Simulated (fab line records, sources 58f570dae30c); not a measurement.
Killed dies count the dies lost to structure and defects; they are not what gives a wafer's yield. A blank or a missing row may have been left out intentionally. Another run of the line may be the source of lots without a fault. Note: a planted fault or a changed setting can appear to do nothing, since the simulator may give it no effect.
The tool behind it: which one? ; flow berkeley-cmos170 ; 14 lots, 42 wafers sampled, at 6 steps of a route of 331

== WHAT THE GAUGES SHOWED, per wafer ==
UCB170_PVT_TW_MEAS_09. Usual: PVT_TW gives 510.1 (standard deviation 2.8).
lot;measured;on;PVT_TW;flag
L642;day 6 22:07;film-metro-03;509.0 514.9 512.3;
L641;day 6 22:09;film-metro-02;505.4 507.0 509.4;
L644;day 7 09:16;film-metro-02;508.7 508.1 508.1;
L643;day 7 09:32;film-metro-02;507.9 507.6 508.9;
L645;day 7 09:47;film-metro-03;513.6 514.7 514.7;
L647;day 7 20:40;film-metro-01;511.9 510.8 509.2;
L646;day 7 20:52;film-metro-02;506.4 508.8 508.1;
L648;day 8 09:17;film-metro-01;508.5 508.5 506.6;
L649;day 8 20:49;film-metro-01;510.3 510.1 507.4;
L650;day 8 21:00;film-metro-01;508.9 509.2 507.9;
L653;day 10 00:05;film-metro-03;513.6 512.7 513.3;
L656;day 10 00:28;film-metro-01;507.5 512.4 508.4;
L661;day 10 16:59;film-metro-01;510.8 508.8 507.3;
L660;day 10 17:13;film-metro-03;515.0 512.7 514.7;

UCB170_SPACER_THK_MEAS_01. Usual: SPACER_TEOS_THK gives 361 nm (standard deviation 4.8).
lot;measured;on;SPACER_TEOS_THK (nm);flag
L642;day 7 17:29;film-metro-03;358 361 358;
L641;day 7 17:56;film-metro-02;362 367 365;
L644;day 8 10:05;film-metro-04;348 356 356;
L643;day 8 09:40;film-metro-03;355 361 359;
L645;day 8 09:25;film-metro-04;361 359 366;
L647;day 8 17:33;film-metro-03;361 366 366;
L646;day 8 17:49;film-metro-03;358 354 367;
L648;day 9 07:32;film-metro-03;359 353 361;
L649;day 10 00:44;film-metro-04;254 250 255 254 250 255;OFF
L650;day 9 23:23;film-metro-02;355 346 362;
L653;day 10 20:32;film-metro-02;248 254 252 248 255 252;OFF
L656;day 10 20:47;film-metro-03;353 360 364;
L661;day 11 11:42;film-metro-02;358 360 360;
L660;day 11 12:47;film-metro-02;358 363 366;

UCB170_PSD_TW_MEAS_10. Usual: PSD_TW gives 2330 (standard deviation 16).
lot;measured;on;PSD_TW;flag
L642;day 8 02:34;film-metro-02;2340 2320 2343;
L641;day 8 02:50;film-metro-01;2347 2336 2327;
L644;day 8 17:49;film-metro-04;2320 2324 2321;
L643;day 8 18:23;film-metro-04;2321 2320 2317;
L645;day 8 18:05;film-metro-02;2326 2336 2341;
L647;day 9 01:55;film-metro-01;2332 2336 2336;
L646;day 9 02:11;film-metro-02;2325 2340 2334;
L648;day 9 14:36;film-metro-04;2316 2301 2313;
L649;day 10 11:41;film-metro-02;2316 2325 2327;
L650;day 10 05:17;film-metro-04;2320 2306 2314;
L653;day 11 03:13;film-metro-02;2335 2349 2343;
L656;day 11 03:23;film-metro-04;2312 2310 2310;
L661;day 11 20:23;film-metro-01;2360 2356 2371;
L660;day 11 20:14;film-metro-02;2349 2344 2338;

== WHICH TOOL RAN EACH LOT (tool, then ch and the chambers of the sampled wafers, then the start) ==
lot;UCB170_GATE_STRIP_16;UCB170_SPACER_CVD_00;UCB170_SPACER_ETCHBACK_03
L642;plasma-asher-02 ch 0,1, day 7 13:25;pecvd-02 ch 0,1, day 7 17:26;rie-diel-04 ch 0,2, day 8 01:14
L641;plasma-asher-04 ch 0,1, day 7 13:41;pecvd-04 ch 1,2, day 7 17:53;rie-diel-01 ch 0,1,2, day 8 01:14
L644;plasma-asher-04 ch 0,1, day 8 05:08;pecvd-04 ch 0,1, day 8 10:02;rie-diel-03 ch 0,1,3, day 8 16:06
L643;plasma-asher-02 ch 0,1, day 8 05:17;pecvd-02 ch 1,2, day 8 09:35;rie-diel-01 ch 1,2, day 8 16:06
L645;plasma-asher-03 ch 0,1, day 8 05:08;pecvd-03 ch 1,2, day 8 09:23;rie-diel-04 ch 0,1,3, day 8 16:06
L647;plasma-asher-04 ch 0,1, day 8 13:31;pecvd-03 ch 0,2, day 8 17:30;rie-diel-01 ch 0,1,2, day 9 00:31
L646;plasma-asher-02 ch 0,1, day 8 13:34;pecvd-02 ch 0,1,2, day 8 17:47;rie-diel-04 ch 0,1,2, day 9 00:31
L648;plasma-asher-02 ch 0,1, day 9 03:17;pecvd-03 ch 1,2, day 9 07:29;rie-diel-01 ch 0,1,3, day 9 13:09
L649;plasma-asher-02 ch 0,1, day 9 13:40;pecvd-03 ch 0,1, day 10 00:41;rie-diel-04 ch 0,1,3, day 10 09:41
L650;plasma-asher-04 ch 0,1, day 9 13:25;pecvd-04 ch 0,1, day 9 23:20;rie-diel-03 ch 0,1,3, day 10 03:53
L653;plasma-asher-02 ch 0,1, day 10 13:13;pecvd-03 ch 0,1, day 10 20:29;rie-diel-01 ch 0,1,3, day 11 01:34
L656;plasma-asher-03 ch 0,1, day 10 13:28;pecvd-04 ch 1,2, day 10 20:44;rie-diel-04 ch 0,1,2, day 11 01:34
L661;plasma-asher-03 ch 0,1, day 11 07:04;pecvd-02 ch 0,1,2, day 11 11:40;rie-diel-03 ch 0,1,2, day 11 18:28
L660;plasma-asher-03 ch 0,1, day 11 07:20;pecvd-02 ch 0,1,2, day 11 12:45;rie-diel-04 ch 0,1,2, day 11 18:28
- UCB170_GATE_STRIP_16: strips in O2.
- UCB170_SPACER_CVD_00: deposits SiO2 from TEOS/O2, target thk 376 nm, time 45.16 s.
- UCB170_SPACER_ETCHBACK_03: etches SiO2 in CHF3/CF4/Ar, stops on Si, target depth 376 nm, time 100 s.

== WHAT THE TOOLS THEMSELVES READ (means of the sampled wafers that have a number; where no wafer has one, the mark that the record gives instead) ==
UCB170_GATE_STRIP_16. Usual: drypump-motor-current-A 5.7 A, standard deviation 0.58; oes-product-au 0.724 a.u., standard deviation 0.0039.
lot;tool;drypump-motor-current-A (A);oes-product-au (a.u.);flag
L642;plasma-asher-02;6.0;0.723;
L641;plasma-asher-04;6.1;0.727;
L644;plasma-asher-04;5.9;0.724;
L643;plasma-asher-02;6.2;0.722;
L645;plasma-asher-03;5.0;0.722;
L647;plasma-asher-04;6.1;0.726;
L646;plasma-asher-02;6.0;0.723;
L648;plasma-asher-02;6.2;0.725;
L649;plasma-asher-02;6.0;0.729;
L650;plasma-asher-04;6.1;0.724;
L653;plasma-asher-02;6.0;0.723;
L656;plasma-asher-03;4.9;0.726;
L661;plasma-asher-03;5.1;0.730;
L660;plasma-asher-03;4.9;0.721;

UCB170_SPACER_CVD_00. Usual: heater-power-w reads 286 W (standard deviation 59).
lot;tool;heater-power-w (W);flag
L642;pecvd-02;266;
L641;pecvd-04;279;
L644;pecvd-04;296;
L643;pecvd-02;232;
L645;pecvd-03;295;
L647;pecvd-03;354;
L646;pecvd-02;276;
L648;pecvd-03;306;
L649;pecvd-03;322;
L650;pecvd-04;315;
L653;pecvd-03;318;
L656;pecvd-04;277;
L661;pecvd-02;265;
L660;pecvd-02;282;

UCB170_SPACER_ETCHBACK_03. Usual: drypump-motor-current-A 5.7 A, standard deviation 0.52; oes-product-au 0.878 a.u., standard deviation 0.015; throttle-valve-pct 6.49 %, standard deviation 0.066.
lot;tool;drypump-motor-current-A (A);oes-product-au (a.u.);throttle-valve-pct (%);flag
L642;rie-diel-04;5.1;0.869;6.49;
L641;rie-diel-01;5.5;0.876;6.53;
L644;rie-diel-03;5.9;0.863;6.47;
L643;rie-diel-01;5.1;0.860;6.49;
L645;rie-diel-04;5.7;0.886;6.45;
L647;rie-diel-01;5.5;0.882;6.54;
L646;rie-diel-04;5.3;0.875;6.45;
L648;rie-diel-01;5.9;0.871;6.52;
L649;rie-diel-04;5.7;0.695;6.42;OFF
L650;rie-diel-03;5.9;0.866;6.48;
L653;rie-diel-01;5.9;0.685;6.51;OFF
L656;rie-diel-04;5.3;0.872;6.45;
L661;rie-diel-03;5.8;0.876;6.50;
L660;rie-diel-04;5.3;0.882;6.46;

== THE ANSWER, worked out from the rows above alone ==
Rule: a lot counts as off when the mean over its wafers that have a number is more than 3 standard deviations away from the usual mean. A lot without any number at a reading at which 4 lots or more have one is off too. Any other lot the step has rows for is counted as sound. After the gauges, taken in route order, come the tools' own readings; for these a lot's mean is taken, as printed above. The first step at which some lot is off is used, and at that step the reading that is off furthest; a lot without a number counts as furthest.
Off: L649, L653, seen at UCB170_SPACER_THK_MEAS_01 (SPACER_TEOS_THK).
A tool fits if, at a process step before that reading, it ran every lot that is off, and no sound lot after the first of them. Not tried: the gauges at UCB170_SPACER_THK_MEAS_01; whatever is off there is also off at UCB170_SPACER_ETCHBACK_03, on other tools, and gauge error can't account for it. 2 tools fit, plasma-asher-02 at UCB170_GATE_STRIP_16 and pecvd-03 at UCB170_SPACER_CVD_00, so this cannot tell which one it is.

== WHAT THE SIMULATOR PUT IN ==
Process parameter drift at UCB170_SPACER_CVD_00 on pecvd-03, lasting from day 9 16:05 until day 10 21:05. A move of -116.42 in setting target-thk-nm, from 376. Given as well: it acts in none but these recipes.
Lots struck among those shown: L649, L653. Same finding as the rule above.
